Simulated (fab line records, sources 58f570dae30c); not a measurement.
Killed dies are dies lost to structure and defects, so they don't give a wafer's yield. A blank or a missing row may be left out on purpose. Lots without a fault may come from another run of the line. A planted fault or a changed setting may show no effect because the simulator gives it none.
Which tool did it? | flow berkeley_cmos170 | 13 lots, 39 wafers sampled, at 5 steps of a route of 331

WHAT THE GAUGES READ, wafer by wafer
UCB170_CONTACT_CD_MEAS_15: target cd 700 nm.
lot  | measured     | on        | cd_nm (nm)
L699 | day 7 15:59  | cd_sem-01 | 702.5 702.7 702.4
L701 | day 8 14:05  | cd_sem-01 | 700.7 699.4 700.3
L703 | day 8 14:14  | cd_sem-01 | 700.5 701.0 699.9
L702 | day 8 14:14  | cd_sem-02 | 701.5 701.5 703.5
L707 | day 8 20:25  | cd_sem-02 | 696.8 699.3 699.3
L708 | day 8 22:05  | cd_sem-01 | 698.2 699.6 699.0
L706 | day 8 23:04  | cd_sem-01 | 748.1 749.4 749.9
L712 | day 10 11:06 | cd_sem-02 | 703.3 703.3 701.6
L714 | day 10 11:45 | cd_sem-02 | 699.8 700.0 699.6
L715 | day 10 14:23 | cd_sem-02 | 703.4 702.7 701.8
L717 | day 10 14:41 | cd_sem-01 | 698.8 698.0 697.4
L719 | day 11 04:16 | cd_sem-01 | 700.6 699.1 699.5
L721 | day 12 01:33 | cd_sem-02 | 699.7 700.0 699.6

UCB170_V1_THK_MEAS_04.
lot  | measured     | on            | V1_POLISHED_THK (nm)
L699 | day 8 00:34  | film_metro-02 | 1002.7 998.8 1003.7
L701 | day 8 23:55  | film_metro-03 | 999.1 1001.0 999.9
L703 | day 8 23:19  | film_metro-01 | 999.4 1000.4 1000.1
L702 | day 8 23:37  | film_metro-02 | 1000.8 999.2 999.3
L707 | day 9 03:03  | film_metro-02 | 1001.3 998.2 999.1
L708 | day 9 03:20  | film_metro-01 | 999.8 1000.6 999.2
L706 | day 9 06:58  | film_metro-02 | 1001.9 1002.6 1001.8
L712 | day 10 20:27 | film_metro-03 | 999.8 1000.2 1002.7
L714 | day 10 21:19 | film_metro-02 | 1000.7 1003.9 1001.9
L715 | day 10 21:55 | film_metro-01 | 1001.3 999.3 999.0
L717 | day 10 22:13 | film_metro-03 | 999.3 999.9 1000.9
L719 | day 11 13:03 | film_metro-01 | 998.9 1001.5 1001.5
L721 | day 12 09:33 | film_metro-03 | 996.3 999.4 995.7

WHICH TOOL RAN EACH LOT (tool, then ch and the chambers of the sampled wafers, then the start)
lot  | UCB170_CONTACT_EXPOSE_12          | UCB170_M1_METAL_ETCH_12           | UCB170_M1_STRIP_13
L699 | krf_scanner-01 ch 0, day 7 15:02  | rie_metal-02 ch 0,1, day 7 18:16  | plasma_asher-01 ch 0,1, day 7 18:24
L701 | krf_scanner-02 ch 0, day 8 13:15  | rie_metal-02 ch 1, day 8 17:10    | plasma_asher-03 ch 0,1, day 8 17:26
L703 | krf_scanner-01 ch 0, day 8 13:35  | rie_metal-03 ch 1, day 8 16:55    | plasma_asher-01 ch 0,1, day 8 17:04
L702 | krf_scanner-02 ch 0, day 8 13:50  | rie_metal-01 ch 1, day 8 16:53    | plasma_asher-03 ch 0,1, day 8 17:01
L707 | krf_scanner-02 ch 0, day 8 20:02  | rie_metal-03 ch 0,1, day 8 22:35  | plasma_asher-04 ch 0,1, day 8 22:43
L708 | krf_scanner-02 ch 0, day 8 21:41  | rie_metal-02 ch 0,1, day 9 00:35  | plasma_asher-04 ch 0,1, day 9 00:43
L706 | krf_scanner-01 ch 0, day 8 22:28  | rie_metal-01 ch 0, day 9 02:08    | plasma_asher-03 ch 0,1, day 9 02:16
L712 | krf_scanner-02 ch 0, day 10 10:41 | rie_metal-03 ch 0,1, day 10 13:23 | plasma_asher-03 ch 0,1, day 10 13:30
L714 | krf_scanner-01 ch 0, day 10 11:22 | rie_metal-03 ch 0,1, day 10 14:50 | plasma_asher-03 ch 0, day 10 14:58
L715 | krf_scanner-02 ch 0, day 10 13:29 | rie_metal-01 ch 0,1, day 10 16:42 | plasma_asher-04 ch 0,1, day 10 16:50
L717 | krf_scanner-01 ch 0, day 10 13:57 | rie_metal-03 ch 0,1, day 10 16:56 | plasma_asher-01 ch 0,1, day 10 17:04
L719 | krf_scanner-02 ch 0, day 11 03:10 | rie_metal-01 ch 0,1, day 11 08:17 | plasma_asher-04 ch 0,1, day 11 08:27
L721 | krf_scanner-02 ch 0, day 12 01:10 | rie_metal-02 ch 0,1, day 12 04:14 | plasma_asher-01 ch 0,1, day 12 04:22
- UCB170_CONTACT_EXPOSE_12: exposes mask CONT, target cd 700 nm.
- UCB170_M1_METAL_ETCH_12: etches Al in Cl2/BCl3, stops on PSG, target depth 780 nm, time 130 s.
- UCB170_M1_STRIP_13: strips in O2.

WHAT THE TOOLS THEMSELVES READ (means of the sampled wafers that have a number; where no wafer has one, the mark that the record gives instead)
UCB170_CONTACT_EXPOSE_12.
lot  | tool           | focus_offset_nm (nm)
L699 | krf_scanner-01 | -0.6
L701 | krf_scanner-02 | 0.1
L703 | krf_scanner-01 | -0.1
L702 | krf_scanner-02 | -0.3
L707 | krf_scanner-02 | -0.1
L708 | krf_scanner-02 | -0.3
L706 | krf_scanner-01 | 0.1
L712 | krf_scanner-02 | 0.2
L714 | krf_scanner-01 | -0.6
L715 | krf_scanner-02 | -0.0
L717 | krf_scanner-01 | -0.4
L719 | krf_scanner-02 | 0.4
L721 | krf_scanner-02 | -0.3

UCB170_M1_METAL_ETCH_12.
lot  | tool         | drypump_motor_current_A (A) | oes_product_au (a.u.) | throttle_valve_pct (%)
L699 | rie_metal-02 | 5.7                         | 0.870                 | 24.40
L701 | rie_metal-02 | 5.6                         | 0.872                 | 24.47
L703 | rie_metal-03 | 5.3                         | 0.844                 | 24.40
L702 | rie_metal-01 | 5.6                         | 0.861                 | 24.72
L707 | rie_metal-03 | 5.5                         | 0.857                 | 24.46
L708 | rie_metal-02 | 5.7                         | 0.880                 | 24.37
L706 | rie_metal-01 | 4.9                         | 0.853                 | 24.27
L712 | rie_metal-03 | 5.4                         | 0.865                 | 24.46
L714 | rie_metal-03 | 5.5                         | 0.865                 | 24.46
L715 | rie_metal-01 | 5.1                         | 0.859                 | 24.42
L717 | rie_metal-03 | 5.7                         | 0.864                 | 24.53
L719 | rie_metal-01 | 5.2                         | 0.850                 | 24.42
L721 | rie_metal-02 | 5.8                         | 0.870                 | 24.31

UCB170_M1_STRIP_13.
lot  | tool            | drypump_motor_current_A (A) | oes_product_au (a.u.)
L699 | plasma_asher-01 | 5.4                         | 0.722
L701 | plasma_asher-03 | 5.8                         | 0.719
L703 | plasma_asher-01 | 5.3                         | 0.720
L702 | plasma_asher-03 | 6.0                         | 0.720
L707 | plasma_asher-04 | 6.3                         | 0.718
L708 | plasma_asher-04 | 6.3                         | 0.718
L706 | plasma_asher-03 | 6.1                         | 0.723
L712 | plasma_asher-03 | 6.1                         | 0.720
L714 | plasma_asher-03 | 6.3                         | 0.720
L715 | plasma_asher-04 | 6.1                         | 0.723
L717 | plasma_asher-01 | 5.3                         | 0.719
L719 | plasma_asher-04 | 6.3                         | 0.724
L721 | plasma_asher-01 | 5.4                         | 0.720

THE ANSWER, worked out from the rows above alone
Rule: what is usual is taken from the lots themselves. Put in order of their means at a reading, lots are off if they are a third of the lots or fewer, leave a main group of 4 or more, and stand apart from it by a gap of 3 or more times the standard deviation of the main group's means; of several such gaps the widest counts. A main group whose means are all the same, to the digits that the tables above print for the reading, isn't used. A lot without any number at a reading at which 4 lots or more have one is off too. The other lots that the step has rows for count as sound. The gauges are gone through in route order, then the tools' own readings, and for those a lot's mean is taken as printed above. The first step at which some lot is off is used, and at that step the reading that is off furthest; a lot without a number counts as furthest.
Off: L706, at UCB170_CONTACT_CD_MEAS_15 (cd_nm). The main group: mean 700.5 nm, standard deviation 1.6.
A tool fits if, at a process step before that reading, it ran every lot that is off, and no sound lot after the first of them. The gauges at UCB170_CONTACT_CD_MEAS_15 are tried like those tools. None of those tried fits.

WHAT THE SIMULATOR HAD PUT IN
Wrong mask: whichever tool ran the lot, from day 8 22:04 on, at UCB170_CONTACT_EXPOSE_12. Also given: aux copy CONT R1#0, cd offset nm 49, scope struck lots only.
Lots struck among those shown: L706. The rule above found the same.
